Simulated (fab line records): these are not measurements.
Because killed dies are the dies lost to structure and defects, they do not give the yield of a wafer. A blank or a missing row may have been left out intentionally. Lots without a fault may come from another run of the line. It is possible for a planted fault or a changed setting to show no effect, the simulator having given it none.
Chamber matching / flow rit-cmos / RIT_GATE_ETCH_19 on rie-si-02 has 4 sister chambers
The step etches poly-Si in SF6/CHF3/O2, stops on SiO2, time 165 s, target depth 312.5 nm. 4 wafers are shown with their chamber, then 7 later ones without.

WAFERS, EACH WITH ITS CHAMBER
wafer=L595.6; chamber=3; throttle-valve-pct (%)=10.08
wafer=L597.5; chamber=0; throttle-valve-pct (%)=10.10
wafer=L607.2; chamber=1; throttle-valve-pct (%)=10.35
wafer=L607.3; chamber=2; throttle-valve-pct (%)=10.52

WAFERS WITHOUT THEIR CHAMBER
wafer=L607.6; throttle-valve-pct (%)=10.34
wafer=L611.3; throttle-valve-pct (%)=10.09
wafer=L611.5; throttle-valve-pct (%)=10.35
wafer=L611.6; throttle-valve-pct (%)=10.10
wafer=L613.1; throttle-valve-pct (%)=10.54
wafer=L613.3; throttle-valve-pct (%)=10.09
wafer=L613.4; throttle-valve-pct (%)=10.10

CHAMBER TAKEN BY EACH
wafer=L607.6; from the rows above=1; in truth=1
wafer=L611.3; from the rows above=can't be placed: 0 or 3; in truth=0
wafer=L611.5; from the rows above=1; in truth=1
wafer=L611.6; from the rows above=0; in truth=0
wafer=L613.1; from the rows above=2; in truth=2
wafer=L613.3; from the rows above=can't be placed: 0 or 3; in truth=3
wafer=L613.4; from the rows above=0; in truth=0
Correctly placed: 5 of 7. Not placeable from these rows: 2 (in 2, the candidates include the true chamber). Number placed wrongly: 0.
How it was worked out, from the rows above alone: a wafer's distance from a chamber is the root of the sum, over the readings, of the square of ((its reading less the chamber's mean) divided by the reading's scatter). The wafer belongs to the nearest chamber; if the next one is less than 2 further off, it can't be placed. Each chamber's mean is taken over the wafers shown for it. The scatter (one wafer shown for each chamber): square how far every hidden wafer sits from the nearest shown wafer, average those squares and take the square root.
